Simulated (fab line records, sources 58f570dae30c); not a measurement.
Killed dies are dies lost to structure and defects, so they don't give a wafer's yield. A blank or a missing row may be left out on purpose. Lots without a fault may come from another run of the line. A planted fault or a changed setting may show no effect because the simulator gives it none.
Which tool did it? | flow berkeley_cmos170 | 7 lots, 21 wafers sampled, at 2 steps of a route of 331

WHAT THE GAUGES READ, wafer by wafer
UCB170_PWELL_THK_MEAS_06.
lot  | measured    | on            | PWELL_NITRIDE_THK (nm)
L674 | day 3 19:56 | film_metro-03 | 221.3 218.7 220.7
L676 | day 4 02:55 | film_metro-01 | 218.0 220.9 219.6
L681 | day 4 23:23 | film_metro-04 | 217.0 216.8 213.0
L683 | day 5 15:35 | film_metro-04 | 437.2 437.8 435.9
L689 | day 6 16:16 | film_metro-04 | 219.6 220.3 220.1
L691 | day 7 07:42 | film_metro-01 | 220.8 222.6 222.5
L693 | day 7 18:39 | film_metro-01 | 222.6 223.2 220.2

WHICH TOOL RAN EACH LOT (tool, then ch and the chambers of the sampled wafers, then the start)
lot  | UCB170_PWELL_CVD_05
L674 | lpcvd-02 ch 1, day 3 18:00
L676 | lpcvd-02 ch 0, day 4 01:00
L681 | lpcvd-02 ch 0, day 4 21:23
L683 | lpcvd-01 ch 0, day 5 09:19
L689 | lpcvd-02 ch 0, day 6 14:21
L691 | lpcvd-01 ch 0, day 7 05:47
L693 | lpcvd-01 ch 0, day 7 15:46
- UCB170_PWELL_CVD_05: deposits Si3N4 from SiH2Cl2/NH3, target thk 220 nm, time 3300 s.

THE ANSWER, worked out from the rows above alone
Rule: what is usual is taken from the lots themselves. Put in order of their means at a reading, lots are off if they are a third of the lots or fewer, leave a main group of 4 or more, and stand apart from it by a gap of 3 or more times the standard deviation of the main group's means; of several such gaps the widest counts. A main group whose means are all the same, to the digits that the tables above print for the reading, isn't used. A lot without any number at a reading at which 4 lots or more have one is off too. The other lots that the step has rows for count as sound.
Off: L683, at UCB170_PWELL_THK_MEAS_06 (PWELL_NITRIDE_THK). The main group: mean 219.9 nm, standard deviation 2.1.
A tool fits if, at a process step before that reading, it ran every lot that is off, and no sound lot after the first of them. The gauges at UCB170_PWELL_THK_MEAS_06 are tried like those tools. None of those tried fits.

WHAT THE SIMULATOR HAD PUT IN
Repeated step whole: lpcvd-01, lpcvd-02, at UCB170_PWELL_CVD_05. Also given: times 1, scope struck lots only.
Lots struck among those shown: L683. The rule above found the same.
